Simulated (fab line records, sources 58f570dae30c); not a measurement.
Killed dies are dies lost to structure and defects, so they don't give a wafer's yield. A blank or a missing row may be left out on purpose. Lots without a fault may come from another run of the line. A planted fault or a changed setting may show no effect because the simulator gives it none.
A struck lot beside a sound one | flow berkeley_cmos170 | 31 steps out of a route of 331
Sound: wafers L845.2, L845.3, L845.6. Struck: wafers L842.2, L842.3, L842.5. The cause comes at the end.
At each step with rows: each side's tool, then ch and its chambers, then its first start. Under that, the readings that differ: sound wafers | struck wafers | difference of the means | sigmas: that difference in standard deviations of wafers without a fault.
alike: readings whose means differ by less than 2 such deviations, and words and numbers that are the same on both sides. not compared: withheld readings, readings that some wafer has no value for, bounds like >300 that may hide the same value, and numbers for which the record gives no deviation and whose values overlap.
The two part at a step that has a row with sigmas, a row that says differs or no value, or rows on one side only. Numbers that don't overlap but have no deviation are shown without sigmas and don't part them. A reading that every wafer of one side lacks parts them only if that side has two wafers or more.

UCB170_PLDD_TW_MEAS_11:
  sound on film_metro-04, day 9 18:39; struck on film_metro-01, day 9 20:10
  alike: PLDD_TW
then, 7 steps without rows for these wafers: UCB170_PLDD_CLEAN_12 (cleans in SPM, time 600 s); UCB170_NLDD_HMDS_00 (prime time 60 s); UCB170_NLDD_COAT_01 (resist thk 900 nm); UCB170_NLDD_SOFTBAKE_02 (time 60 s); UCB170_NLDD_EXPOSE_03 (exposes mask NSELECT, target cd 1200 nm); UCB170_NLDD_PEB_04; UCB170_NLDD_DEVELOP_05 (develop time 45 s).
UCB170_NLDD_CD_MEAS_06: target cd 1200 nm.
  sound on cd_sem-02, day 9 20:35; struck on cd_sem-02, day 9 23:26
  reading    | sound                | struck               | difference | sigmas
  cd_nm (nm) | 1202.1 1201.2 1202.1 | 1199.0 1198.5 1198.7 | -3.1       | -2
UCB170_NLDD_OVL_MEAS_07:
  sound on overlay-02, day 9 20:41; struck on overlay-02, day 9 23:32
  alike: NLDD_OVL
then, 2 steps without rows for these wafers: UCB170_NLDD_IMPLANT_08; UCB170_NLDD_IMPLANT_09.
UCB170_NLDD_STRIP_10: strips in O2.
  sound on plasma_asher-02 ch 0,1, day 9 21:01; struck on plasma_asher-03 ch 0,1, day 9 23:52
  no value came back on the struck wafers for any of 5 readings (chamber_pressure_mTorr (mTorr), drypump_motor_current_A (A) and others); on the sound wafers chamber_pressure_mTorr (mTorr) reads 3494 3502 3499
  reading                               | sound | struck            | difference | sigmas
  model.KrF_of_NLDD_COAT_01.thk_nm (nm) | 0 0 0 | 880.6 882.1 882.7 | +881.8     |
  not compared: rf_hours_counter_h
UCB170_NLDD_TW_MEAS_11:
  sound on film_metro-03, day 9 21:08; struck on film_metro-04, day 9 23:58
  reading | sound          | struck         | difference | sigmas
  NLDD_TW | 2215 2205 2221 | 2268 2270 2260 | +52        | +3
then, 1 step without rows for these wafers: UCB170_NLDD_CLEAN_12 (cleans in SPM, time 600 s).
UCB170_SPACER_CVD_00: deposits SiO2 from TEOS/O2, target thk 376 nm, time 47 s.
  sound on pecvd-04 ch 0,1,2, day 9 21:22; struck on pecvd-03 ch 1,2, day 10 00:22
  alike: heater_power_w, pressure_mtorr
UCB170_SPACER_THK_MEAS_01:
  sound on film_metro-02, day 9 21:25; struck on film_metro-03, day 10 00:26
  alike: SPACER_TEOS_THK
then, 1 step without rows for these wafers: UCB170_SPACER_ANNEAL_02 (time 1800 s).
UCB170_SPACER_ETCHBACK_03: etches SiO2 in CHF3/CF4/Ar, stops on Si, target depth 376 nm, time 100 s.
  sound on rie_diel-01 ch 0,1,2, day 10 01:13; struck on rie_diel-01 ch 0,3, day 10 05:11
  alike: drypump_motor_current_A, mfc_ar_sccm, oes_product_au, throttle_valve_pct
  not compared: rf_hours_counter_h
then, 6 steps without rows for these wafers: UCB170_PSD_HMDS_00 (prime time 60 s); UCB170_PSD_COAT_01 (resist thk 900 nm); UCB170_PSD_SOFTBAKE_02 (time 60 s); UCB170_PSD_EXPOSE_03 (exposes mask PSELECT MOD, target cd 1200 nm); UCB170_PSD_PEB_04; UCB170_PSD_DEVELOP_05 (develop time 45 s).
UCB170_PSD_CD_MEAS_06: target cd 1200 nm.
  sound on cd_sem-01, day 10 03:03; struck on cd_sem-02, day 10 06:07
  reading    | sound                | struck               | difference | sigmas
  cd_nm (nm) | 1197.9 1197.3 1196.5 | 1200.0 1201.5 1201.4 | +3.7       | +2
UCB170_PSD_OVL_MEAS_07:
  sound on overlay-01, day 10 03:10; struck on overlay-01, day 10 06:14
  alike: PSD_OVL
then, 1 step without rows for these wafers: UCB170_PSD_IMPLANT_08.
UCB170_PSD_STRIP_09: strips in O2.
  sound on plasma_asher-01 ch 0,1, day 10 03:20; struck on plasma_asher-03 ch 0,1, day 10 06:25
  reading                      | sound             | struck            | difference | sigmas
  oes_product_au (a.u.)        | 0.599 0.595 0.605 | 0.661 0.666 0.666 | +0.065     | +15
  strip_time_to_endpoint_s (s) | 29.39 29.36 29.26 | 55.43 55.53 55.44 | +26.13     | +99 or more
  alike: chamber_pressure_mTorr, drypump_motor_current_A, o2_flow_sccm
  not compared: rf_hours_counter_h
UCB170_PSD_TW_MEAS_10:
  sound on film_metro-01, day 10 03:27; struck on film_metro-04, day 10 06:31
  reading | sound          | struck   | difference | sigmas
  PSD_TW  | 2344 2336 2338 | 31 30 30 | -2309      | -99 or more
then, 1 step without rows for these wafers: UCB170_PSD_CLEAN_11 (cleans in SPM, time 600 s).

WHERE THEY PART
First at UCB170_NLDD_CD_MEAS_06; last, within this record, at UCB170_PSD_TW_MEAS_10.

WHY: what the simulator had put in
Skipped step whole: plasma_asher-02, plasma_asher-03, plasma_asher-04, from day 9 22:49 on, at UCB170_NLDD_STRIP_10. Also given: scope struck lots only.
